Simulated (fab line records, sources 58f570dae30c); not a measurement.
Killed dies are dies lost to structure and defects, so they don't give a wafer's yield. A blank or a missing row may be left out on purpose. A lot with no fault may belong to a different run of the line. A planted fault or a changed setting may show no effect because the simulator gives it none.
fab line records -- flow berkeleyCmos170
record: lots: 5, wafers: 23
route steps=331 shown M2@281 M3@310
startH: hours from the record's opening day to when the first of the lot's shown wafers began -- waitH: hours from the lot's prior step to this one -- " identical to the entry in the row above -- L1.1+2: a row that stands for several wafers -- - no value present, or no start provided -- * or withheld: withheld -- < > ~ a bound
route shown NAME@n: NAME is a module with steps in the file, n the number in the route of the first one -- usual: mean/standard deviation taken from wafers without a fault -- same: alike in all rows -- chamber/n: place in a boat -- sites: each site's reading -- _std_site: how widely they spread, as a standard deviation -- _edge_site: the outer-site mean with the inner-site mean subtracted -- radiusMm: how far each site lies from the wafer's centre -- mask NAME#n: copy n -- behind: tool/chamber where the wafer was last shaped -- hold: why the lot went on hold/how many hours it stayed there/how the hold came to an end -- device: the n, p or np transistor that did not switch -- end of line: tests of these same wafers at the route's end -- a step without rows: its recipe alone -- killed: the dies lost at the first sort to structure and to defects; this is not the yield of the wafer -- map: dies across one wafer; x = killed, . = not, _ = none there
set.NAME: setting as actually run; set.NAME@STEP: the setting as run at that earlier step -- model.NAME: the simulator's own value behind a step, which no gauge read
one table per step and one row per wafer, for lots whose settings were changed on purpose
== steps ==
step: UCB170_M2_COAT_10
recipe: resist: KrF, spinRpm: 1500, resistThkNm: 900
lot.wafer,tool,chamber,startH,waitH,set.spinRpm,model.KrF_of_M2_COAT_10.thkNm
L074.1,lithoTrack-04,0,-,-,1500,896.4
L074.2,lithoTrack-04,0,-,-,1593,869.6
L074.4,lithoTrack-04,0,-,-,1500,897.8
L074.5,lithoTrack-04,0,-,-,1593,872
L074.6,lithoTrack-04,0,-,-,1593,871.6
L076.1+4,lithoTrack-02,0,-,-,1500,895.3
L076.2,lithoTrack-02,0,-,-,1500,895.7
L076.3,lithoTrack-02,0,-,-,1500,893.4
L076.5,lithoTrack-02,0,-,-,1500,896.5
L081.1,lithoTrack-04,0,-,-,1500,898.8
L081.3,lithoTrack-04,0,-,-,1500,898.4
L081.5,lithoTrack-04,0,-,-,1500,898.1
L083.1,lithoTrack-03,0,-,-,1500,905.4
L083.2,lithoTrack-03,0,-,-,1500,902.5
L083.3,lithoTrack-03,0,-,-,1500,904.2
L083.5,lithoTrack-03,0,-,-,1500,905.1
L083.6,lithoTrack-03,0,-,-,1500,903.2
L084.2,lithoTrack-04,0,-,-,1500,897.4
L084.3,lithoTrack-04,0,-,-,1470,908
L084.4,lithoTrack-04,0,-,-,1500,898.6
L084.5,lithoTrack-04,0,-,-,1470,906.1
L084.6,lithoTrack-04,0,-,-,1500,900.3
step: UCB170_M3_SPUTTER_01
recipe: material: Al, targetThkNm: 900, timeS: 120, powerW: 6000, chamberPressurePa: 0.5
lot.wafer,tool,chamber,startH,waitH,set.timeS,model.Al_of_M3_SPUTTER_01.thkNm
L074.1,pvdSputter-02,-,160.24,0.0,111.1,828
L074.2,pvdSputter-02,-,160.24,0.0,111.1,808.2
L074.4,pvdSputter-02,-,160.24,0.0,120,872.9
L074.5,pvdSputter-02,-,160.24,0.0,120,898.5
L074.6,pvdSputter-02,-,160.24,0.0,111.1,827.2
L076.1,pvdSputter-02,-,170.22,0.0,120,878.3
L076.2,pvdSputter-02,-,170.22,0.0,105.2,803.1
L076.3,pvdSputter-02,-,170.22,0.0,120,919.7
L076.4,pvdSputter-02,-,170.22,0.0,105.2,773.2
L076.5,pvdSputter-02,-,170.22,0.0,120,909.5
L081.1,pvdSputter-01,-,195.06,0.0,120,919.6
L081.3,pvdSputter-01,-,195.06,0.0,120,906.7
L081.5,pvdSputter-01,-,195.06,0.0,120,911.8
L083.1,pvdSputter-01,-,202.15,0.0,120,902
L083.2,pvdSputter-01,-,202.15,0.0,120,890.8
L083.3,pvdSputter-01,-,202.15,0.0,120,900.4
L083.5,pvdSputter-01,-,202.15,0.0,120,897.5
L083.6,pvdSputter-01,-,202.15,0.0,120,892.8
L084.2,pvdSputter-01,-,217.20,0.0,120,892.1
L084.3,pvdSputter-01,-,217.20,0.0,120,891.7
L084.4,pvdSputter-01,-,217.20,0.0,137.8,1023
L084.5,pvdSputter-01,-,217.20,0.0,120,891.1
L084.6,pvdSputter-01,-,217.20,0.0,137.8,1022
step: UCB170_M3_RS_MEAS_02
recipe: thkMeasGauge: four-point-probe, reads: Al_of_M3_SPUTTER_01
usual: M3_AL_RS: 0.0322/0.00043
lot.wafer,tool,chamber,startH,waitH,set.timeS@M3_SPUTTER_01,M3_AL_RS[ohm/sq]
L074.1,filmMetro-03,-,160.33,0.0,111.1,0.0350
L074.2,filmMetro-03,-,160.33,0.0,111.1,0.0359
L074.4,filmMetro-03,-,160.33,0.0,120,0.0333
L074.5,filmMetro-03,-,160.33,0.0,120,0.0322
L074.6,filmMetro-03,-,160.33,0.0,111.1,0.0351
L076.1,filmMetro-03,-,170.30,0.0,120,0.0330
L076.2,filmMetro-03,-,170.30,0.0,105.2,0.0362
L076.3,filmMetro-03,-,170.30,0.0,120,0.0315
L076.4,filmMetro-03,-,170.30,0.0,105.2,0.0376
L076.5,filmMetro-03,-,170.30,0.0,120,0.0319
L081.1,filmMetro-03,-,195.14,0.0,120,0.0315
L081.3,filmMetro-03,-,195.14,0.0,120,0.0319
L081.5,filmMetro-03,-,195.14,0.0,120,0.0317
L083.1,filmMetro-02,-,202.23,0.0,120,0.0321
L083.2,filmMetro-02,-,202.23,0.0,120,0.0325
L083.3,filmMetro-02,-,202.23,0.0,120,0.0322
L083.5,filmMetro-02,-,202.23,0.0,120,0.0322
L083.6,filmMetro-02,-,202.23,0.0,120,0.0325
L084.2,filmMetro-04,-,217.31,0.1,120,0.0324
L084.3,filmMetro-04,-,217.31,0.1,120,0.0324
L084.4,filmMetro-04,-,217.31,0.1,137.8,0.0282
L084.5,filmMetro-04,-,217.31,0.1,120,0.0324
L084.6,filmMetro-04,-,217.31,0.1,137.8,0.0282
step: UCB170_M3_THK_MEAS_03
recipe: thkMeasGauge: xrf, reads: Al_of_M3_SPUTTER_01
usual: M3_AL_THK: 927/15
lot.wafer,tool,chamber,startH,waitH,set.timeS@M3_SPUTTER_01,M3_AL_THK[nm]
L074.1,filmMetro-03,-,160.45,0.1,111.1,858
L074.2,filmMetro-03,-,160.45,0.1,111.1,841
L074.4,filmMetro-03,-,160.45,0.1,120,908
L074.5,filmMetro-03,-,160.45,0.1,120,932
L074.6,filmMetro-03,-,160.45,0.1,111.1,862
L076.1,filmMetro-03,-,170.42,0.1,120,906
L076.2,filmMetro-03,-,170.42,0.1,105.2,829
L076.3,filmMetro-03,-,170.42,0.1,120,952
L076.4,filmMetro-03,-,170.42,0.1,105.2,800
L076.5,filmMetro-03,-,170.42,0.1,120,937
L081.1,filmMetro-03,-,195.26,0.1,120,957
L081.3,filmMetro-03,-,195.26,0.1,120,944
L081.5,filmMetro-03,-,195.26,0.1,120,948
L083.1,filmMetro-02,-,202.35,0.1,120,925
L083.2,filmMetro-02,-,202.35,0.1,120,908
L083.3,filmMetro-02,-,202.35,0.1,120,921
L083.5,filmMetro-02,-,202.35,0.1,120,914
L083.6,filmMetro-02,-,202.35,0.1,120,915
L084.2,filmMetro-04,-,217.42,0.1,120,918
L084.3,filmMetro-04,-,217.42,0.1,120,920
L084.4,filmMetro-04,-,217.42,0.1,137.8,1057
L084.5,filmMetro-04,-,217.42,0.1,120,918
L084.6,filmMetro-04,-,217.42,0.1,137.8,1048
step: UCB170_M3_DEVELOP_14
recipe: developer: TMAH, developTimeS: 45, resist: KrF, devTempC: 21
lot.wafer,tool,chamber,startH,waitH,set.developTimeS
L074.1+6,lithoTrack-01,0,-,-,41.74
L074.2+4+5,lithoTrack-01,0,-,-,45
L076.1+2,lithoTrack-02,0,-,-,47.31
L076.3+4+5,lithoTrack-02,0,-,-,45
L081.1+3+5,lithoTrack-02,0,-,-,45
L083.1+6,lithoTrack-01,0,-,-,45
L083.2+3+5,lithoTrack-01,0,-,-,47.79
L084.2+3+4+5+6,lithoTrack-02,0,-,-,45
step: UCB170_M3_ETCH_17
recipe: chemistry: N2/H2, targetDepthA: withheld, overetchA: withheld, target: BARC, timeS: withheld, sourceW: 500, biasW: 100, pressureMtorr: 30, n2FlowSccm: 100, h2FlowSccm: 200
step: UCB170_M3_METAL_ETCH_18
recipe: chemistry: Cl2/BCl3, target: Al, stopOn: SiO2, pressureMtorr: 12, targetDepthA: 11700, overEtchFrac: 0.3, timeS: 195, icpW: 600, biasW: 120, Cl2_flow_sccm: 90, bcl3FlowSccm: 45
usual: oesProductAu: 0.858/0.012
lot.wafer,tool,chamber,startH,waitH,set.timeS@M3_SPUTTER_01,oesProductAu
L074.1,rieMetal-01,1,164.86,-,111.1,0.820
L074.2,rieMetal-01,1,164.86,-,111.1,0.812
L074.4,rieMetal-01,1,164.86,-,120,0.842
L074.5,rieMetal-01,1,164.86,-,120,0.849
L074.6,rieMetal-01,1,164.86,-,111.1,0.811
L076.1,rieMetal-01,1,172.58,-,120,0.848
L076.2,rieMetal-01,0,172.58,-,105.2,0.787
L076.3,rieMetal-01,1,172.58,-,120,0.865
L076.4,rieMetal-01,0,172.58,-,105.2,0.778
L076.5,rieMetal-01,0,172.58,-,120,0.844
L081.1,rieMetal-01,1,198.66,-,120,0.866
L081.3,rieMetal-01,1,198.66,-,120,0.862
L081.5,rieMetal-01,0,198.66,-,120,0.854
L083.1,rieMetal-01,1,205.22,-,120,0.857
L083.2,rieMetal-01,0,205.22,-,120,0.848
L083.3,rieMetal-01,0,205.22,-,120,0.839
L083.5,rieMetal-01,0,205.22,-,120,0.850
L083.6,rieMetal-01,1,205.22,-,120,0.858
L084.2,rieMetal-02,0,220.54,-,120,0.851
L084.3,rieMetal-02,1,220.54,-,120,0.872
L084.4,rieMetal-02,0,220.54,-,137.8,0.929
L084.5,rieMetal-02,1,220.54,-,120,0.864
L084.6,rieMetal-02,0,220.54,-,137.8,0.929
== key ==
split: step: UCB170_M2_COAT_10, setting: spinRpm, stated: 1500, by: wafer
response: step: UCB170_M2_COAT_10, reading: model.KrF_of_M2_COAT_10.thkNm, change: -4.2, per: 1%, r: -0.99
split: step: UCB170_M3_SPUTTER_01, setting: timeS, stated: 120, by: wafer
response: step: UCB170_M3_SPUTTER_01, reading: model.Al_of_M3_SPUTTER_01.thkNm, change: +8.97, per: 1%, r: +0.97
response: step: UCB170_M3_RS_MEAS_02, reading: M3_AL_RS, change: -0.00033, per: 1%, r: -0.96
response: step: UCB170_M3_THK_MEAS_03, reading: M3_AL_THK, change: +9.17, per: 1%, r: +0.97
response: step: UCB170_M3_METAL_ETCH_18, reading: oesProductAu, change: +0.00486, per: 1%, r: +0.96
split: step: UCB170_M3_DEVELOP_14, setting: developTimeS, stated: 45, by: wafer
response none clear
